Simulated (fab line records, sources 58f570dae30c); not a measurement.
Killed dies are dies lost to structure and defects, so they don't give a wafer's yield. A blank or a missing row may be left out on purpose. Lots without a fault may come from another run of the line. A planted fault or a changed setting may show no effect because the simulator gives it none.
Which tool did it? | flow berkeley_cmos170 | 7 lots, 21 wafers sampled, at 2 steps of a route of 331

WHAT THE GAUGES READ, wafer by wafer
UCB170_ACTIVE_CD_MEAS_13: target cd 1200 nm.
lot  | measured    | on        | cd_nm (nm)
L731 | day 5 01:14 | cd_sem-02 | 1202.4 1201.3 1202.6
L732 | day 5 17:22 | cd_sem-01 | 1199.7 1196.9 1196.9
L736 | day 6 08:44 | cd_sem-01 | 1198.8 1200.4 1199.3
L738 | day 6 18:46 | cd_sem-02 | 1198.9 1201.5 1199.7
L742 | day 7 07:50 | cd_sem-01 | 1200.1 1200.2 1200.5
L744 | day 8 04:26 | cd_sem-02 | 1201.8 1201.2 1200.5
L751 | day 9 04:43 | cd_sem-02 | 1198.2 1198.7 1198.7

WHICH TOOL RAN EACH LOT (tool, then ch and the chambers of the sampled wafers, then the start)
lot  | UCB170_ZERO_STRIP_07
L731 | plasma_asher-04 ch 0,1, day 2 04:36
L732 | plasma_asher-04 ch 0,1, day 2 13:45
L736 | plasma_asher-02 ch 1, day 3 06:10
L738 | plasma_asher-02 ch 0,1, day 3 15:35
L742 | plasma_asher-04 ch 0,1, day 4 10:34
L744 | plasma_asher-04 ch 0,1, day 5 03:04
L751 | plasma_asher-04 ch 0,1, day 6 13:25
- UCB170_ZERO_STRIP_07: strips in O2.

THE ANSWER, worked out from the rows above alone
Rule: what is usual is taken from the lots themselves. Put in order of their means at a reading, lots are off if they are a third of the lots or fewer, leave a main group of 4 or more, and stand apart from it by a gap of 3 or more times the standard deviation of the main group's means; of several such gaps the widest counts. A main group whose means are all the same, to the digits that the tables above print for the reading, isn't used. A lot without any number at a reading at which 4 lots or more have one is off too. The other lots that the step has rows for count as sound.
No lot is off at any reading shown: from this, nothing can be told.

WHAT THE SIMULATOR HAD PUT IN
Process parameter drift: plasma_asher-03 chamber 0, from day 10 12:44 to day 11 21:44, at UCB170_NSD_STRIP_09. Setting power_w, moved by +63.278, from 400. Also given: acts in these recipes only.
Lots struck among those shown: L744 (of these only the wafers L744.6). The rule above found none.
